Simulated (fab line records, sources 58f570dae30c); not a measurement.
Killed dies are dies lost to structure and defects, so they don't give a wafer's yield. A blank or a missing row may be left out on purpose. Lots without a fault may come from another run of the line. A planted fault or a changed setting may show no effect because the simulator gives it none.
Which tool did it? | flow berkeley_cmos170 | 11 lots, 33 wafers sampled, at 2 steps of a route of 331

WHAT THE GAUGES READ, wafer by wafer
UCB170_ACTIVE_CD_MEAS_13: target cd 1200 nm.
lot  | measured    | on        | cd_nm (nm)
L244 | day 3 21:22 | cd_sem-01 | 1199.0 1199.6 1199.8
L245 | day 4 06:20 | cd_sem-01 | 1202.1 1200.2 1201.8
L247 | day 4 19:45 | cd_sem-01 | 1198.4 1199.0 1199.8
L246 | day 4 20:08 | cd_sem-01 | 1196.7 1196.9 1199.2
L248 | day 4 20:25 | cd_sem-02 | 1200.9 1198.7 1198.9
L250 | day 5 08:31 | cd_sem-01 | 1201.8 1200.1 1200.2
L253 | day 5 15:31 | cd_sem-01 | 1198.9 1200.5 1200.6
L259 | day 7 06:28 | cd_sem-02 | 1198.4 1192.3 1194.4
L262 | day 7 23:17 | cd_sem-01 | 1197.4 1198.4 1198.5
L264 | day 8 10:28 | cd_sem-02 | 1198.4 1200.6 1200.2
L267 | day 9 07:37 | cd_sem-01 | 1199.8 1200.1 1202.0

WHICH TOOL RAN EACH LOT (tool, then ch and the chambers of the sampled wafers, then the start)
lot  | UCB170_ACTIVE_EXPOSE_10
L244 | krf_scanner-02 ch 0, day 3 20:58
L245 | krf_scanner-02 ch 0, day 4 05:56
L247 | krf_scanner-01 ch 0, day 4 19:22
L246 | krf_scanner-02 ch 0, day 4 19:36
L248 | krf_scanner-01 ch 0, day 4 19:50
L250 | krf_scanner-02 ch 0, day 5 07:55
L253 | krf_scanner-01 ch 0, day 5 14:45
L259 | krf_scanner-01 ch 0, day 7 06:05
L262 | krf_scanner-02 ch 0, day 7 22:54
L264 | krf_scanner-02 ch 0, day 8 10:03
L267 | krf_scanner-02 ch 0, day 9 07:12
- UCB170_ACTIVE_EXPOSE_10: exposes mask ACTIVE, target cd 1200 nm.

WHAT THE TOOLS THEMSELVES READ (means of the sampled wafers that have a number; where no wafer has one, the mark that the record gives instead)
UCB170_ACTIVE_EXPOSE_10.
lot  | tool           | exposure_dose_mJ_cm2
L244 | krf_scanner-02 | 19.947
L245 | krf_scanner-02 | 19.991
L247 | krf_scanner-01 | 19.989
L246 | krf_scanner-02 | 20.011
L248 | krf_scanner-01 | 19.953
L250 | krf_scanner-02 | 19.971
L253 | krf_scanner-01 | 19.980
L259 | krf_scanner-01 | 19.752
L262 | krf_scanner-02 | 19.976
L264 | krf_scanner-02 | 19.981
L267 | krf_scanner-02 | 19.973

THE ANSWER, worked out from the rows above alone
Rule: what is usual is taken from the lots themselves. Put in order of their means at a reading, lots are off if they are a third of the lots or fewer, leave a main group of 4 or more, and stand apart from it by a gap of 3 or more times the standard deviation of the main group's means; of several such gaps the widest counts. A main group whose means are all the same, to the digits that the tables above print for the reading, isn't used. A lot without any number at a reading at which 4 lots or more have one is off too. The other lots that the step has rows for count as sound. The gauges are gone through in route order, then the tools' own readings, and for those a lot's mean is taken as printed above. The first step at which some lot is off is used, and at that step the reading that is off furthest; a lot without a number counts as furthest.
Off: L259, at UCB170_ACTIVE_EXPOSE_10 (exposure_dose_mJ_cm2). The main group: mean 19.977, standard deviation 0.017.
A tool fits if, at that step or a process step before it, it ran every lot that is off, and no sound lot after the first of them. One fits: krf_scanner-01 at UCB170_ACTIVE_EXPOSE_10. Its last sound lot is L253 (day 5 14:45), its first lot that is off L259 (day 7 06:05): a fault that began between those two fits.
The tool's own readings at UCB170_ACTIVE_EXPOSE_10 bear it out: on the lots that are off they differ by more than 5 times the standard deviation of the sound lots' means. exposure_dose_mJ_cm2 reads 19.752 there against 19.977 on the sound lots.

WHAT THE SIMULATOR HAD PUT IN
Process parameter drift: krf_scanner-01, from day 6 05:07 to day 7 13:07, at UCB170_ACTIVE_EXPOSE_10. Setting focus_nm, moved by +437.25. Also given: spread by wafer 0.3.
Lots struck among those shown: L259. The rule above found the same.
